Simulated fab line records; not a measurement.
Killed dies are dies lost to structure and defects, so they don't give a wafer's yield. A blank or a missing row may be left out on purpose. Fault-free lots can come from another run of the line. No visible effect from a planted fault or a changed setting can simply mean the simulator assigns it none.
The tool behind it: which one?    flow rit-cmos    7 lots, 21 wafers sampled, at 2 steps of a route of 202

## WHAT EACH GAUGE READ, for each wafer
RIT_NSD_TW_MEAS_10.
lot   measured     on             NSD_TW
L216  day 3 15:52  film-metro-02  3135 3115 3104
L218  day 3 22:26  film-metro-02  3109 3111 3121
L220  day 4 06:53  film-metro-01  3089 3101 3108
L224  day 5 06:36  film-metro-02  3114 3115 3123
L230  day 6 11:26  film-metro-02  2880 2897 2892
L233  day 7 01:04  film-metro-02  3136 3144 3128
L237  day 8 00:34  film-metro-02  3137 3137 3133

## TOOL THAT RAN EACH LOT (tool first, then ch and the chambers of the sampled wafers, then the start)
lot   RIT_NSD_IMPLANT_08
L216  implanter-01 ch 0, day 3 15:33
L218  implanter-04 ch 0, day 3 22:06
L220  implanter-04 ch 0, day 4 06:34
L224  implanter-03 ch 0, day 5 06:17
L230  implanter-03 ch 0, day 6 11:07
L233  implanter-01 ch 0, day 7 00:47
L237  implanter-04 ch 0, day 8 00:16
- RIT_NSD_IMPLANT_08

## THE ANSWER, worked out from the rows above alone
Rule: what is usual is taken from the lots themselves. Put in order of their means at a reading, lots are off if they are a third of the lots or fewer, leave a main group of 4 or more, and stand apart from it by a gap of 3 or more times the standard deviation of the main group's means; of several such gaps the widest counts. Not used: any main group whose means are identical at the precision the tables above print for the reading. Also off: a lot with no number at a reading for which 4 or more lots have one. Any other lot the step has rows for is counted as sound.
Off: L230, seen at RIT_NSD_TW_MEAS_10 (NSD_TW). Mean 3120 and standard deviation 13 in the main group.
A tool fits if, at a process step before that reading, it ran every lot that is off, and no sound lot after the first of them. Those tools and the gauges at RIT_NSD_TW_MEAS_10 are tried in the same way. One fits: implanter-03 at RIT_NSD_IMPLANT_08. A fault onset in the window from L224 (day 5 06:17, its last sound lot) to L230 (day 6 11:07, its first lot off) fits.

## WHAT WAS PUT IN BY THE SIMULATOR
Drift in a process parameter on implanter-03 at RIT_NSD_IMPLANT_08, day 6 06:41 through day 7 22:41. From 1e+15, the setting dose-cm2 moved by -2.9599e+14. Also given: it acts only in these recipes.
Struck lots among those shown: L230. Same finding as the rule above.
